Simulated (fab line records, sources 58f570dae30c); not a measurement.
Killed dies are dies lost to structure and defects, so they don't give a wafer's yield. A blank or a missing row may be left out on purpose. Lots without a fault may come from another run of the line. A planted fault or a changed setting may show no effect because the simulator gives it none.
Which tool did it? | flow berkeley_cmos170 | 14 lots, 42 wafers sampled, at 3 steps of a route of 331

WHAT THE GAUGES READ, wafer by wafer
UCB170_V1_BOW_MEAS_03.
lot  | measured     | on            | V1_BOW (um)
L328 | day 7 10:10  | film_metro-03 | 15 16 9
L327 | day 7 10:16  | film_metro-02 | 39 30 29
L330 | day 8 03:23  | film_metro-04 | 19 19 12
L329 | day 8 03:45  | film_metro-02 | 19 7 18
L333 | day 8 17:05  | film_metro-02 | 20 18 19
L332 | day 8 17:06  | film_metro-04 | 25 18 33
L335 | day 9 06:53  | film_metro-03 | 4 16 13
L336 | day 9 06:55  | film_metro-04 | 17 13 17
L339 | day 9 20:53  | film_metro-02 | 14 6 12
L340 | day 10 06:46 | film_metro-04 | 16 15 20
L341 | day 10 06:46 | film_metro-03 | 28 23 21
L346 | day 11 01:37 | film_metro-02 | 17 14 0
L345 | day 11 01:55 | film_metro-03 | 11 23 28
L349 | day 12 04:11 | film_metro-04 | 19 -3 13

UCB170_M2_RS_MEAS_02: measures by four-point-probe.
lot  | measured     | on            | M2_AL_RS (ohm/sq)
L328 | day 7 12:26  | film_metro-02 | 0.0317 0.0320 0.0326
L327 | day 7 12:31  | film_metro-01 | 0.0321 0.0321 0.0323
L330 | day 8 05:59  | film_metro-04 | 0.0326 0.0323 0.0329
L329 | day 8 06:19  | film_metro-01 | 0.0319 0.0317 0.0318
L333 | day 8 19:23  | film_metro-02 | 0.0323 0.0323 0.0321
L332 | day 8 19:07  | film_metro-02 | 0.0321 0.0324 0.0324
L335 | day 9 09:37  | film_metro-02 | 0.0317 0.0311 0.0314
L336 | day 9 09:46  | film_metro-04 | 0.0322 0.0320 0.0324
L339 | day 9 23:03  | film_metro-02 | 0.0319 0.0314 0.0316
L340 | day 10 11:13 | film_metro-01 | 0.0316 0.0318 0.0320
L341 | day 10 11:05 | film_metro-02 | 0.0320 0.0321 0.0323
L346 | day 11 04:17 | film_metro-02 | 0.0317 0.0323 0.0320
L345 | day 11 04:25 | film_metro-04 | 0.0326 0.0324 0.0327
L349 | day 12 07:04 | film_metro-01 | 0.0322 0.0324 0.0324

UCB170_V2_THK_MEAS_04.
lot  | measured     | on            | V2_POLISHED_THK (nm)
L328 | day 7 16:42  | film_metro-01 | 999.2 997.7 999.9
L327 | day 7 16:50  | film_metro-03 | 999.8 999.6 998.8
L330 | day 8 10:26  | film_metro-02 | 999.1 999.9 1000.9
L329 | day 8 10:44  | film_metro-03 | 997.3 998.0 1001.1
L333 | day 8 22:29  | film_metro-03 | 999.2 1001.9 1002.5
L332 | day 8 22:14  | film_metro-02 | 1001.7 1001.3 999.2
L335 | day 9 13:06  | film_metro-02 | 999.4 998.5 998.8
L336 | day 9 13:23  | film_metro-03 | 1002.2 1000.5 1001.8
L339 | day 10 02:31 | film_metro-02 | 1000.9 998.7 1000.5
L340 | day 10 14:46 | film_metro-03 | 1002.4 1000.5 998.7
L341 | day 10 14:25 | film_metro-02 | 999.6 999.9 999.3
L346 | day 11 08:11 | film_metro-03 | 999.3 1001.8 1002.3
L345 | day 11 08:20 | film_metro-02 | 999.3 998.3 999.0
L349 | day 12 11:59 | film_metro-03 | 999.7 998.2 1000.8

WHICH TOOL RAN EACH LOT (tool, then ch and the chambers of the sampled wafers, then the start)
The record holds no process step before these readings.

WHAT THE TOOLS THEMSELVES READ (means of the sampled wafers that have a number; where no wafer has one, the mark that the record gives instead)
The record holds no such reading with a usual standard deviation.

THE ANSWER, worked out from the rows above alone
Rule: what is usual is taken from the lots themselves. Put in order of their means at a reading, lots are off if they are a third of the lots or fewer, leave a main group of 4 or more, and stand apart from it by a gap of 3 or more times the standard deviation of the main group's means; of several such gaps the widest counts. A main group whose means are all the same, to the digits that the tables above print for the reading, isn't used. A lot without any number at a reading at which 4 lots or more have one is off too. The other lots that the step has rows for count as sound. The gauges are gone through in route order, then the tools' own readings, and for those a lot's mean is taken as printed above. The first step at which some lot is off is used, and at that step the reading that is off furthest; a lot without a number counts as furthest.
No lot is off at any reading shown: from this, nothing can be told.

WHAT THE SIMULATOR HAD PUT IN
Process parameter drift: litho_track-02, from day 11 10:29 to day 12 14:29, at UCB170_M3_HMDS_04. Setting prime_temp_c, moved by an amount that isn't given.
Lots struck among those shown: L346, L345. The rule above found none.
